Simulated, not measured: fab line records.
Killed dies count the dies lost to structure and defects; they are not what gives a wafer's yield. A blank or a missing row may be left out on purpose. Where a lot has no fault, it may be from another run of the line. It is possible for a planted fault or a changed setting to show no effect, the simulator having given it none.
fab line records    flow rit_cmos
[record] lots = 12  wafers = 36  last_day = 8
route steps=202 shown GATE@88
lots that met no fault: from a run of the same line without faults
start_h: start of the lot's first displayed wafer, in hours after the record's first day    wait_h: how many hours have passed since the lot's step before this one    " unchanged from the row above    L1.1+2: several wafers, shown together as one row    - no value present, or no start provided    * or withheld: withheld    < > ~ a bound
route shown NAME@n: names a module that has steps shown in the file, with the first one's number in the route    usual: average and standard deviation across the fault-free wafers    same: alike in all rows    chamber/n: place in a boat    sites: the reading at each site    _std_site: the standard deviation of these    _edge_site: outer sites' mean less inner sites'    radius_mm: how far each site lies from the wafer's centre    mask NAME#n: copy n    behind: the tool/chamber that last shaped the wafer    hold: why the lot was held/for how many hours/how that ended    device: transistor that didn't switch, given as n, p or np    end of line: the tests these same wafers got at the end of their route    for a step that has no rows: nothing shown but its recipe    killed: count of dies lost to structure and defects at first sort (not the wafer's yield)    map: the dies of a wafer, with x for killed, . for not killed, _ for no die there
set.NAME: the setting as run; set.NAME@STEP: as run at that earlier step    model.NAME: the simulator's own value behind a step, which no gauge read
steps of the route over a sample of lots; a table a step, a row a wafer
[[steps]]
[step RIT_GATE_SOFTBAKE_12]
[recipe] resist = NOVOLAK  temp_c = 90  time_s = 60
[usual] heater_power_total_W = 34.56/0.049  run_length_s = 89.24/0.15
lot.wafer  tool            chamber  start_h  wait_h  heater_power_total_W  run_length_s
L942.1     litho_track-02  0        37.58    0.1     34.48                 89.16
L942.5     "               0        "        "       34.60                 89.16
L942.6     "               0        "        "       34.49                 89.24
L943.1     litho_track-02  0        41.64    0.1     34.52                 89.30
L943.3     "               0        "        "       34.56                 89.38
L943.5     "               0        "        "       34.57                 89.34
L944.2     litho_track-01  0        52.55    0.1     34.48                 89.28
L944.3     "               0        "        "       34.52                 89.23
L944.6     "               0        "        "       34.61                 89.32
L945.4     litho_track-04  0        55.03    0.1     34.53                 88.99
L945.5     "               0        "        "       34.54                 88.95
L945.6     "               0        "        "       34.60                 89.29
L946.2     litho_track-01  0        63.34    0.1     34.63                 89.21
L946.5     "               0        "        "       34.54                 89.27
L946.6     "               0        "        "       34.59                 89.56
L954.1     litho_track-04  0        100.74   0.1     47.02                 48.07
L954.2     "               0        "        "       47.09                 48.06
L954.4     "               0        "        "       47.03                 47.97
L957.2     litho_track-04  0        120.28   0.1     46.90                 48.13
L957.4     "               0        "        "       47.02                 48.29
L957.5     "               0        "        "       46.94                 48.12
L960.2     litho_track-02  0        139.10   0.1     34.50                 89.20
L960.4     "               0        "        "       34.65                 89.42
L960.6     "               0        "        "       34.53                 89.25
L961.2     litho_track-02  0        147.52   0.1     34.59                 89.37
L961.4     "               0        "        "       34.50                 89.17
L961.5     "               0        "        "       34.59                 89.27
L962.1     litho_track-02  0        156.18   0.1     34.56                 89.37
L962.3     "               0        "        "       34.64                 89.46
L962.5     "               0        "        "       34.57                 89.50
L964.1     litho_track-04  0        168.99   0.1     34.62                 89.06
L964.3     "               0        "        "       34.57                 89.00
L964.4     "               0        "        "       34.60                 89.14
L965.3     litho_track-01  0        169.04   0.1     34.53                 89.40
L965.4     "               0        "        "       34.54                 89.29
L965.5     "               0        "        "       34.48                 89.46
[[key]]
[first_sign] step = RIT_GATE_SOFTBAKE_12  reading = run_length_s  direction = down  sigmas = 99+  usual = *  struck = *
[effect] step = RIT_GATE_SOFTBAKE_12  reading = heater_power_total_W  direction = up  sigmas = 99+  usual = 34.56  struck = 47.00
met_at RIT_GATE_SOFTBAKE_12
struck_lots L954,L957
tester_left_out L954,L957
onset_between 55.03 100.74
[fault] kind = process_parameter_drift  tool = litho_track-04  chamber = -  onset_h = 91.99  steps = RIT_GATE_SOFTBAKE_12  channel = time_s  offset = *  shape = step  end_h = 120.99  acts_in = *  stated = *
// tester_left_out: of these lots the tester's yield and bins aren't shown, on N5 and GAA mostly nor the transistor test; their killed dies are dies lost to structure and defects alone, not to doping, threshold or leakage, so they don't give the yield
